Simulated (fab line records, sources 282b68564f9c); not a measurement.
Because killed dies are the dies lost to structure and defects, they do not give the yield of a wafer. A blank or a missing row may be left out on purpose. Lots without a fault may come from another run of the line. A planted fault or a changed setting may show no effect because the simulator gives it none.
Problem report in the 8D (eight disciplines) form, filled by code || flow ritCmos || the parts of the form that need people (team, actions taken, sign-off) are left out

## 1. WHAT IS WRONG
runLengthS at RIT_NSD_SOFTBAKE_02 reads a mean of 103.99 s on 6 wafers of 2 lots; wafers without a fault read 89.16 s with a standard deviation of 0.17. Measured from the usual mean, that is +87 standard deviations.
The step: time 60 s.
First observed at day 5 16:19: wafer L469.1, on lithoTrack-02. The record holds 39 wafers of 13 lots with a number at this step. The rule behind "out" and "out of limits": a value lying over 4 standard deviations away from the usual mean. The rest of the wafers with a number are treated as sound.

## 2. WHAT IT IS, WHAT IT ISN'T
{"question": "which readings at this step", "is": "runLengthS", "is not": "-"}
{"question": "which lots", "is": "L469, L470", "is not": "L456, L457, L458, L459, L460, L461, L471, L472, L474, L475, L477"}
{"question": "which wafers of those lots", "is": "all that have a number", "is not": "-"}
{"question": "read on which tools", "is": "lithoTrack-02", "is not": "lithoTrack-03, lithoTrack-04"}
{"question": "when", "is": "from day 5 16:19", "is not": "up to then (18 sound wafers); but 15 sound wafers of L471, L472, L474, L475, L477 came after"}

## 3. SUSPECTS, AND WHAT RULES EACH OUT
Counting: any tool at a process step up to the reading is kept as a suspect provided that every lot that is out went through it and no sound lot did after the first of them.
- lithoTrack-02 at RIT_NSD_SOFTBAKE_02 (time 60 s): kept. Every lot that is out went through it, starting with L469 (day 5 16:19), and after that it ran no sound lot; the last sound lot it ran before then is L458 (day 3 14:32). Its own runLengthS readings are out on those wafers.
After counting, what remains is lithoTrack-02 at RIT_NSD_SOFTBAKE_02.

## 4. THE CAUSE (what the simulator had put in)
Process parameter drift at RIT_NSD_SOFTBAKE_02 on lithoTrack-02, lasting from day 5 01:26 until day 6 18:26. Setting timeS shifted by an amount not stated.
The count eliminated every tool but this one.

## 5. THE EFFECT CHAIN, in route order
Rows list readings where the struck wafers' mean (over those with a number) sits beyond 3 standard deviations from the usual. Only readings for which the record gives a usual standard deviation are gone through. hours: the time from each lot's start at the first step in this table that gives one to its start at this step, as a median over the lots. sigmas: the change in usual standard deviations.
{"hours": 0, "step": "RIT_NSD_SOFTBAKE_02", "reading": "runLengthS", "usual": "89.16 s", "on struck wafers": 103.99, "change": "+14.83", "sigmas": "+87"}
It contains these process steps:
- RIT_NSD_SOFTBAKE_02: time 60 s.

## 6. HOW IT WOULD HAVE BEEN CAUGHT EARLIER
15 hours passed between the start of the fault at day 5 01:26 and the first reading out of limits in this record, taken at day 5 16:19.
